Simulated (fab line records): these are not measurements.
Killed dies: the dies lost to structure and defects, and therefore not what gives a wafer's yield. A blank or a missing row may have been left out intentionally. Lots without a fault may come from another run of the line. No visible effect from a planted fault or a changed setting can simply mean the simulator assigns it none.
Matching of chambers    flow rit_cmos    RIT_GATE_ETCH_19 on rie_si-02 has 4 sister chambers
The step etches poly-Si in SF6/CHF3/O2, stops on SiO2, time 165 s, target depth 312.5 nm. 14 wafers are shown with their chamber, then 7 later ones without.

EACH WAFER AND ITS CHAMBER
wafer   chamber  throttle_valve_pct (%)  oes_product_au (a.u.)  O2_flow_sccm (sccm)
L986.4  0        10.06                   0.836                  5.008
L986.5  1        10.30                   0.860                  4.984
L986.6  2        10.08                   0.860                  5.001
L988.3  2        10.05                   0.860                  5.012
L988.4  3        10.35                   0.848                  4.992
L988.5  0        10.06                   0.827                  4.983
L990.2  2        10.05                   0.846                  4.982
L990.4  0        10.07                   0.825                  4.972
L990.5  1        10.30                   0.853                  5.011
L104.1  1        10.29                   0.846                  4.999
L104.4  2        10.05                   0.841                  5.006
L104.6  1        10.30                   0.848                  5.013
L105.2  0        10.07                   0.828                  4.994
L105.3  3        10.38                   0.850                  4.988

SIGNATURES (means of the wafers above)
reading             chamber 0  chamber 1  chamber 2  chamber 3  scatter within a chamber
throttle_valve_pct  10.0650    10.2975    10.0575    10.3650    0.0114
oes_product_au      0.82900    0.85175    0.85175    0.84900    0.00688
O2_flow_sccm        4.98925    5.00175    5.00025    4.99000    0.0133
Rule: a wafer lies at a distance from a chamber equal to the root of the sum of squares, over the readings, of (its reading less the chamber's mean, divided by the reading's scatter). If the next closest chamber is less than 2 further off than the closest, the wafer can't be placed; otherwise it belongs to the closest. The scatter: take each reading less its chamber's mean, square it, sum over the shown wafers, divide by the number of wafers less the number of chambers, and take the root.

WAFERS WITH NO CHAMBER GIVEN
wafer   throttle_valve_pct (%)  oes_product_au (a.u.)  O2_flow_sccm (sccm)
L105.5  10.07                   0.860                  5.008
L106.2  10.37                   0.841                  4.974
L106.3  10.07                   0.856                  4.994
L106.6  10.32                   0.863                  5.013
L108.1  10.07                   0.831                  5.013
L108.2  10.35                   0.854                  4.998
L108.3  10.07                   0.853                  5.007

THE CHAMBER EACH PASSED THROUGH
wafer   from the rows above      in truth
L105.5  2                        2
L106.2  3                        3
L106.3  2                        2
L106.6  1                        1
L108.1  can't be placed: 0 or 2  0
L108.2  3                        3
L108.3  2                        2
Placed correctly: 6 of 7. Not placeable from these rows: 1 (in 1, the candidates include the true chamber). Number placed wrongly: 0.
